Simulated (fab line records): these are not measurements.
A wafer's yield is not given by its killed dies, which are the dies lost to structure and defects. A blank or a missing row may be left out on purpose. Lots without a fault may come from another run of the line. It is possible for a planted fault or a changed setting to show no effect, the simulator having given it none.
fab line records	flow ritCmos
record: lots: 14	wafers: 42	lastDay: 8
route steps=202 shown NRETRO@59 REOX@101 CONTACT@179 M1@201
lots that met no fault: from a run of the same line without faults
startH: the number of hours between the record's first day and the start of the first shown wafer of the lot	waitH: hours since the lot's step before	" same as the row above	L1.1+2: a row that stands for several wafers	- no value, or no start was given	* or withheld: withheld	< > ~ a bound
route shown NAME@n: NAME is a module with steps in the file, n the number in the route of the first one	usual: the fault-free wafers' mean and standard deviation	same: alike in all rows	chamber/n: place in a boat	sites: each site's reading	_std_site: the standard deviation of these	_edge_site: inner sites' mean taken away from outer sites' mean	radiusMm: how far each site lies from the wafer's centre	mask NAME#n: copy n	behind: the last tool/chamber to shape the wafer	hold: reason for holding the lot/hours on hold/outcome of the hold	device: names the non-switching transistor (n, p or np)	end of line: tests run on the same wafers once the route is complete	for a step that has no rows: nothing shown but its recipe	killed: not the wafer's yield, but the dies lost to structure and defects at the first sort	map: the dies of a wafer, with x for killed, . for not killed, _ for no die there
set.NAME: the setting as run; set.NAME@STEP: as run at that earlier step	model.NAME: the simulator's own value behind a step, which no gauge read
a sample of lots followed through the steps of the route, with each step as a table and each wafer as a row
services: the hour from which a tool's chamber was out of use, counted from the record's first day as startH (under 0 if before that day), plus the number of hours and why
== steps ==
step: RIT_NRETRO_OVL_MEAS_06
usual: NRETRO_OVL: -1.0/1.4
lot.wafer	tool	chamber	startH	waitH	NRETRO_OVL[nm]
L500.2	overlay-01	-	35.11	-	0.1
L500.4	"	-	"	"	-2.1
L500.6	"	-	"	"	-2.8
L501.1	overlay-02	-	41.46	-	-3.0
L501.5	"	-	"	"	-1.3
L501.6	"	-	"	"	-1.6
L503.1	overlay-01	-	52.25	-	-0.6
L503.2	"	-	"	"	-0.8
L503.6	"	-	"	"	0.0
L504.2	overlay-01	-	56.87	-	-0.2
L504.5	"	-	"	"	-1.6
L504.6	"	-	"	"	-1.4
L505.1	overlay-01	-	61.08	-	-0.1
L505.3	"	-	"	"	-1.6
L505.6	"	-	"	"	-1.9
L506.1	overlay-01	-	66.21	-	-2.3
L506.4	"	-	"	"	-2.6
L506.5	"	-	"	"	-1.9
L507.3	overlay-02	-	73.29	-	-1.7
L507.4	"	-	"	"	-3.1
L507.5	"	-	"	"	-2.1
L508.1	overlay-02	-	77.75	-	-1.7
L508.2	"	-	"	"	-0.4
L508.4	"	-	"	"	-1.7
L509.1	overlay-02	-	82.83	-	-0.9
L509.2	"	-	"	"	-0.4
L509.6	"	-	"	"	-1.5
L510.1	overlay-01	-	85.67	-	-2.5
L510.4	"	-	"	"	-1.3
L510.5	"	-	"	"	-2.1
L512.1	overlay-02	-	97.13	-	2.8
L512.4	"	-	"	"	0.1
L512.5	"	-	"	"	0.9
L515.2	overlay-02	-	117.03	-	1.2
L515.4	"	-	"	"	1.7
L515.6	"	-	"	"	1.2
L519.2	overlay-02	-	134.45	-	1.2
L519.3	"	-	"	"	-0.9
L519.5	"	-	"	"	0.8
L522.3	overlay-02	-	149.15	-	-0.1
L522.4	"	-	"	"	-0.4
L522.6	"	-	"	"	-0.1
step: RIT_REOX_OXIDATION_03
recipe: tempC: 900	ambient: O2	targetThkA: 252	oxTimeS: 5580
usual: zonePowerLoadPct: 26.2/1.6
lot.wafer	tool	chamber	startH	waitH	zonePowerLoadPct
L500.2	furnace-04	0	45.76	0.0	25.7
L500.4	"	0	"	"	25.8
L500.6	"	0	"	"	26.0
L501.1	furnace-04	0	49.39	0.1	25.8
L501.5	"	0	"	"	25.8
L501.6	"	0	"	"	25.9
L503.1	furnace-01	0	64.89	0.9	28.2
L503.2	"	0	"	"	28.6
L503.6	"	0	"	"	28.0
L504.2	furnace-04	0	66.40	1.0	25.5
L504.5	"	0	"	"	25.4
L504.6	"	0	"	"	25.7
L505.1	furnace-04	0	68.95	0.0	25.7
L505.3	"	0	"	"	25.7
L505.6	"	0	"	"	26.2
L506.1	furnace-04	0	75.33	0.0	26.0
L506.4	"	0	"	"	26.2
L506.5	"	0	"	"	25.8
L507.3	furnace-01	0	83.03	0.9	27.7
L507.4	"	0	"	"	28.0
L507.5	"	0	"	"	28.2
L508.1	furnace-01	0	88.25	0.0	27.4
L508.2	"	0	"	"	28.2
L508.4	"	0	"	"	28.3
L509.1	furnace-01	0	95.88	4.9	28.2
L509.2	"	0	"	"	28.3
L509.6	"	0	"	"	27.9
L510.1	furnace-03	0	103.31	0.8	24.0
L510.4	"	0	"	"	24.0
L510.5	"	0	"	"	24.0
L512.1	furnace-01	0	110.64	2.1	27.8
L512.4	"	0	"	"	27.9
L512.5	"	0	"	"	27.6
L515.2	furnace-04	0	127.48	0.9	25.9
L515.4	"	0	"	"	25.6
L515.6	"	0	"	"	26.1
L519.2	furnace-03	0	144.81	1.1	23.9
L519.3	"	0	"	"	23.7
L519.5	"	0	"	"	24.1
L522.3	furnace-03	0	159.92	0.0	24.2
L522.4	"	0	"	"	24.1
L522.6	"	0	"	"	23.6
step: RIT_REOX_THK_MEAS_04
recipe: reads: SiO2_of_REOX_OXIDATION_03
usual: REOX_OXIDE_THK: 25.3/0.42
lot.wafer	tool	chamber	startH	waitH	REOX_OXIDE_THK[nm]
L500.2	filmMetro-04	-	48.32	0.0	25.1
L500.4	"	-	"	"	25.3
L500.6	"	-	"	"	25.4
L501.1	filmMetro-04	-	51.94	0.0	25.3
L501.5	"	-	"	"	24.9
L501.6	"	-	"	"	24.7
L503.1	filmMetro-02	-	67.44	0.0	24.7
L503.2	"	-	"	"	24.7
L503.6	"	-	"	"	24.6
L504.2	filmMetro-04	-	68.96	0.0	25.3
L504.5	"	-	"	"	25.2
L504.6	"	-	"	"	24.8
L505.1	filmMetro-03	-	71.50	0.0	25.1
L505.3	"	-	"	"	25.3
L505.6	"	-	"	"	25.8
L506.1	filmMetro-03	-	77.88	0.0	25.7
L506.4	"	-	"	"	25.9
L506.5	"	-	"	"	25.8
L507.3	filmMetro-03	-	85.60	0.0	25.4
L507.4	"	-	"	"	25.4
L507.5	"	-	"	"	25.8
L508.1	filmMetro-03	-	90.80	0.0	25.7
L508.2	"	-	"	"	25.5
L508.4	"	-	"	"	25.2
L509.1	filmMetro-02	-	98.43	0.0	22.4
L509.2	"	-	"	"	22.4
L509.6	"	-	"	"	22.2
L510.1	filmMetro-02	-	105.86	0.0	25.4
L510.4	"	-	"	"	25.6
L510.5	"	-	"	"	25.4
L512.1	filmMetro-03	-	113.19	0.0	20.8
L512.4	"	-	"	"	21.1
L512.5	"	-	"	"	21.3
L515.2	filmMetro-04	-	130.04	0.0	24.8
L515.4	"	-	"	"	25.4
L515.6	"	-	"	"	24.9
L519.2	filmMetro-02	-	147.37	0.0	25.4
L519.3	"	-	"	"	25.2
L519.5	"	-	"	"	25.0
L522.3	filmMetro-02	-	162.49	0.0	25.8
L522.4	"	-	"	"	25.4
L522.6	"	-	"	"	25.3
step: RIT_CONTACT_ETCH_11
recipe: targetDepthA: 4800	overEtchFrac: 0.2	stopOn: TiSi2	chemistry: CHF3/CF4/Ar	target: SiO2	CHF3_flow_sccm: 50	cf4FlowSccm: 10	Ar_flow_sccm: 100	O2_flow_sccm: 5	pressureMtorr: 100	rfW: 200	timeS: 320
usual: drypumpMotorCurrentA: 5.7/0.5	oesProductAu: 0.989/0.018	throttleValvePct: 8.92/0.16
lot.wafer	tool	chamber	startH	waitH	drypumpMotorCurrentA	oesProductAu	rfHoursCounterH	throttleValvePct
L500.2	rieDiel-04	2	59.72	0.1	5.6	0.977	160	8.94
L500.4	"	3	"	"	6.5	0.993	-	8.72
L500.6	"	0	"	"	5.5	0.974	-	8.79
L501.1	rieDiel-02	1	63.67	0.1	5.5	1.000	53	9.01
L501.5	"	1	"	"	5.5	1.011	-	9.02
L501.6	"	3	"	"	5.4	1.016	-	8.96
L503.1	rieDiel-02	2	79.25	0.1	6.7	1.025	158	9.04
L503.2	"	3	"	"	5.4	1.010	92	8.96
L503.6	"	3	"	"	5.4	1.012	-	8.96
L504.2	rieDiel-01	2	81.08	0.1	6.0	0.977	47	9.09
L504.5	"	2	"	"	6.0	0.973	-	9.08
L504.6	"	1	"	"	5.6	0.997	-	9.07
L505.1	rieDiel-02	3	83.08	0.1	5.4	1.003	92	8.97
L505.3	"	0	"	"	5.7	0.957	0	9.06
L505.6	"	2	"	"	6.6	1.019	-	9.05
L506.1	rieDiel-01	2	89.66	0.1	6.1	0.981	47	9.07
L506.4	"	0	"	"	5.2	0.969	119	8.92
L506.5	"	1	"	"	5.6	0.998	-	9.07
L507.3	rieDiel-02	3	97.04	0.1	5.4	1.005	93	8.95
L507.4	"	1	"	"	5.5	1.005	54	8.98
L507.5	"	2	"	"	6.7	1.016	-	9.05
L508.1	rieDiel-04	3	102.22	0.1	6.5	0.999	73	8.73
L508.2	"	1	"	"	4.8	0.992	3	8.79
L508.4	"	2	"	"	5.6	0.979	-	8.94
L509.1	rieDiel-01	3	110.10	0.1	5.9	0.981	51	8.55
L509.2	"	2	"	"	6.0	0.980	47	9.08
L509.6	"	2	"	"	6.1	0.970	-	9.08
L510.1	rieDiel-04	3	117.74	0.1	6.6	0.998	73	8.71
L510.4	"	1	"	"	4.8	1.000	-	8.77
L510.5	"	0	"	"	5.5	0.992	-	8.78
L512.1	rieDiel-02	1	124.52	0.1	5.5	1.004	54	9.02
L512.4	"	1	"	"	5.5	1.015	-	9.00
L512.5	"	3	"	"	5.3	1.007	-	8.95
L515.2	rieDiel-04	3	141.72	0.1	6.6	1.001	74	8.74
L515.4	"	3	"	"	6.6	1.007	-	8.73
L515.6	"	3	"	"	6.6	1.004	-	8.73
L519.2	rieDiel-02	0	158.97	0.1	5.7	0.967	2	9.06
L519.3	"	2	"	"	6.6	0.977	0	9.05
L519.5	"	1	"	"	5.5	1.007	-	8.98
L522.3	rieDiel-04	0	175.42	0.1	5.5	0.978	70	8.78
L522.4	"	3	"	"	6.6	1.001	75	8.72
L522.6	"	2	"	"	5.6	0.964	-	8.94
step: RIT_M1_BOW_MEAS_16
recipe: mode: bow
usual: M1_BOW: 16/6.7
lot.wafer	tool	chamber	startH	waitH	M1_BOW[um]
L500.2	filmMetro-02	-	64.48	0.0	18
L500.4	"	-	"	"	26
L500.6	"	-	"	"	-4
L501.1	filmMetro-02	-	68.44	0.0	19
L501.5	"	-	"	"	7
L501.6	"	-	"	"	12
L503.1	filmMetro-03	-	84.40	0.1	15
L503.2	"	-	"	"	23
L503.6	"	-	"	"	4
L504.2	filmMetro-02	-	85.84	0.0	9
L504.5	"	-	"	"	19
L504.6	"	-	"	"	26
L505.1	filmMetro-02	-	87.94	0.0	33
L505.3	"	-	"	"	23
L505.6	"	-	"	"	31
L506.1	filmMetro-01	-	94.51	0.0	19
L506.4	"	-	"	"	16
L506.5	"	-	"	"	11
L507.3	filmMetro-03	-	102.18	0.0	16
L507.4	"	-	"	"	7
L507.5	"	-	"	"	26
L508.1	filmMetro-03	-	107.87	0.0	11
L508.2	"	-	"	"	10
L508.4	"	-	"	"	16
L509.1	filmMetro-02	-	114.86	0.0	20
L509.2	"	-	"	"	12
L509.6	"	-	"	"	15
L510.1	filmMetro-01	-	122.60	0.0	24
L510.4	"	-	"	"	27
L510.5	"	-	"	"	19
L512.1	filmMetro-03	-	129.26	0.0	15
L512.4	"	-	"	"	26
L512.5	"	-	"	"	18
L515.2	filmMetro-01	-	146.63	0.0	15
L515.4	"	-	"	"	20
L515.6	"	-	"	"	21
L519.2	filmMetro-03	-	163.74	0.0	24
L519.3	"	-	"	"	25
L519.5	"	-	"	"	21
L522.3	filmMetro-01	-	180.33	0.0	21
L522.4	"	-	"	"	20
L522.6	"	-	"	"	13
== services ==
tool	chamber	startH	hours	kind
rieDiel-02	0	53.74	-	clean
rieDiel-02	0	53.74	27.6	scheduledDown
rieDiel-02	0	53.74	27.6	ventCycle
furnace-01	-	55.74	4.0	pm
rieDiel-04	1	57.95	8.6	repair
rieDiel-04	3	64.58	5.8	repair
rieDiel-02	1	77.89	7.6	repair
rieDiel-01	-	80.40	0.5	repair
rieDiel-04	0	86.34	29.9	repair
furnace-04	-	89.52	10.4	pm
rieDiel-01	1	90.89	4.3	repair
rieDiel-04	-	105.57	2.8	pm
rieDiel-02	2	111.65	-	clean
rieDiel-02	2	111.65	29.0	scheduledDown
rieDiel-02	2	111.65	29.0	ventCycle
rieDiel-04	2	116.25	-	clean
rieDiel-04	1	130.67	16.5	repair
rieDiel-02	1	136.15	6.4	repair
furnace-04	-	144.13	2.9	pm
rieDiel-04	-	146.99	1.3	repair
rieDiel-02	3	157.76	4.2	repair
furnace-04	-	160.39	5.1	repair
rieDiel-04	3	163.20	9.2	repair
furnace-04	-	168.25	3.4	pm
== key ==
firstSign: step: RIT_REOX_THK_MEAS_04	reading: REOX_OXIDE_THK	direction: down	sigmas: 8.4	usual: 25.3	struck: 21.7
effect none on later readings
metAt RIT_REOX_OXIDATION_03
struckLots L509,L512
testerLeftOut L509,L512
notActingAt RIT_NRETRO_OVL_MEAS_06,RIT_CONTACT_ETCH_11,RIT_M1_BOW_MEAS_16
onsetBetween 88.25 95.88
fault: kind: processParameterDrift	tool: furnace-01	chamber: -	onsetH: 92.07	steps: RIT_REOX_OXIDATION_03	channel: oxTimeS	offset: *	shape: step	endH: 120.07	actsIn: *	stated: *
testerLeftOut: of these lots the tester's yield and bins aren't shown, on N5 and GAA mostly nor the transistor test; their killed dies are dies lost to structure and defects alone, not to doping, threshold or leakage, so they don't give the yield
